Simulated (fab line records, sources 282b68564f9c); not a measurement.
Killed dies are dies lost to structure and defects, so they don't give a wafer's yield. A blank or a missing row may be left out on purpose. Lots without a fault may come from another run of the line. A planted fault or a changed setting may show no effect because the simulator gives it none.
Which tool did it? | flow rit_cmos | 6 lots, 18 wafers sampled, at 2 steps of a route of 202

WHAT THE GAUGES READ, wafer by wafer
RIT_NLDD_TW_MEAS_10.
lot  | measured    | on            | NLDD_TW
L116 | day 2 23:47 | film_metro-04 | 2508 2521 2503
L118 | day 3 09:50 | film_metro-02 | 2517 2504 2519
L120 | day 3 18:21 | film_metro-01 | 2473 2470 2468
L130 | day 5 21:26 | film_metro-04 | 2298 2307 2294
L134 | day 6 16:56 | film_metro-01 | 2482 2491 2478
L136 | day 7 02:37 | film_metro-02 | 2495 2500 2501

WHICH TOOL RAN EACH LOT (tool, then ch and the chambers of the sampled wafers, then the start)
lot  | RIT_NLDD_IMPLANT_08
L116 | implanter-04 ch 0, day 2 23:31
L118 | implanter-04 ch 0, day 3 09:32
L120 | implanter-04 ch 0, day 3 18:02
L130 | implanter-03 ch 0, day 5 21:08
L134 | implanter-04 ch 0, day 6 16:37
L136 | implanter-02 ch 0, day 7 02:19
- RIT_NLDD_IMPLANT_08

THE ANSWER, worked out from the rows above alone
Rule: what is usual is taken from the lots themselves. Put in order of their means at a reading, lots are off if they are a third of the lots or fewer, leave a main group of 4 or more, and stand apart from it by a gap of 3 or more times the standard deviation of the main group's means; of several such gaps the widest counts. A main group whose means are all the same, to the digits that the tables above print for the reading, isn't used. A lot without any number at a reading at which 4 lots or more have one is off too. The other lots that the step has rows for count as sound.
Off: L130, at RIT_NLDD_TW_MEAS_10 (NLDD_TW). The main group: mean 2495, standard deviation 16.
A tool fits if, at a process step before that reading, it ran every lot that is off, and no sound lot after the first of them. The gauges at RIT_NLDD_TW_MEAS_10 are tried like those tools. Can't be told from this: 2 tools fit, implanter-03 at RIT_NLDD_IMPLANT_08, film_metro-04 at RIT_NLDD_TW_MEAS_10.

WHAT THE SIMULATOR HAD PUT IN
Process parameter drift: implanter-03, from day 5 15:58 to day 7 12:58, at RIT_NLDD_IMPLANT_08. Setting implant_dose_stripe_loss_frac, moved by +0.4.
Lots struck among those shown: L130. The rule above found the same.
